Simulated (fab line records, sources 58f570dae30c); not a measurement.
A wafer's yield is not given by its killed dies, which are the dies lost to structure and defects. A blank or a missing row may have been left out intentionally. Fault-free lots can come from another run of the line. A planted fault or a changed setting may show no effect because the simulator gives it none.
Matching of chambers :: flow berkeley-cmos170 :: UCB170_GATE_CLEAN_17 on wet-bench-01: 3 sister chambers
The step cleans in SPM, time 600 s. 14 wafers are shown with their chamber, then 4 later ones without.

## WAFERS WITH THEIR CHAMBER
wafer: L543.2
chamber: 3
bath-guard-temp-C (C): 120.6

wafer: L543.3
chamber: 3
bath-guard-temp-C (C): 120.8

wafer: L543.5
chamber: 3
bath-guard-temp-C (C): 120.7

wafer: L544.3
chamber: 0
bath-guard-temp-C (C): 120.1

wafer: L544.4
chamber: 0
bath-guard-temp-C (C): 120.2

wafer: L544.5
chamber: 0
bath-guard-temp-C (C): 120.0

wafer: L545.1
chamber: 0
bath-guard-temp-C (C): 120.3

wafer: L545.5
chamber: 0
bath-guard-temp-C (C): 120.3

wafer: L545.6
chamber: 0
bath-guard-temp-C (C): 119.9

wafer: L546.1
chamber: 1
bath-guard-temp-C (C): 119.4

wafer: L546.2
chamber: 1
bath-guard-temp-C (C): 120.0

wafer: L546.3
chamber: 1
bath-guard-temp-C (C): 120.0

wafer: L549.1
chamber: 0
bath-guard-temp-C (C): 120.1

wafer: L549.4
chamber: 0
bath-guard-temp-C (C): 119.5

SIGNATURES, as means of the wafers listed above
reading: bath-guard-temp-C
chamber 0: 120.050
chamber 1: 119.800
chamber 3: 120.700
scatter within a chamber: 0.259
Rule: for a wafer and a chamber, the distance is found by dividing, reading by reading, the gap between the wafer's reading and the chamber's mean by the reading's scatter, squaring, summing and taking the root. The wafer belongs to the nearest chamber; if the next one is less than 2 further off, it can't be placed. The scatter: the root of (the sum of the squares of (reading less its chamber's mean) over the shown wafers, divided by (wafers less chambers)).

## WAFERS WITH NO CHAMBER GIVEN
wafer: L549.5
bath-guard-temp-C (C): 119.9

wafer: L560.2
bath-guard-temp-C (C): 120.4

wafer: L560.4
bath-guard-temp-C (C): 120.8

wafer: L560.6
bath-guard-temp-C (C): 120.3

## THE CHAMBER EACH PASSED THROUGH
wafer: L549.5
from the rows above: can't be placed: 1 or 0
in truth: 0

wafer: L560.2
from the rows above: can't be placed: 3 or 0 or 1
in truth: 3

wafer: L560.4
from the rows above: 3
in truth: 3

wafer: L560.6
from the rows above: can't be placed: 0 or 3 or 1
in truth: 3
Placed correctly: 1 of 4. Can't be placed from these rows: 3 (the true chamber is among the candidates in 3). Number placed wrongly: 0.
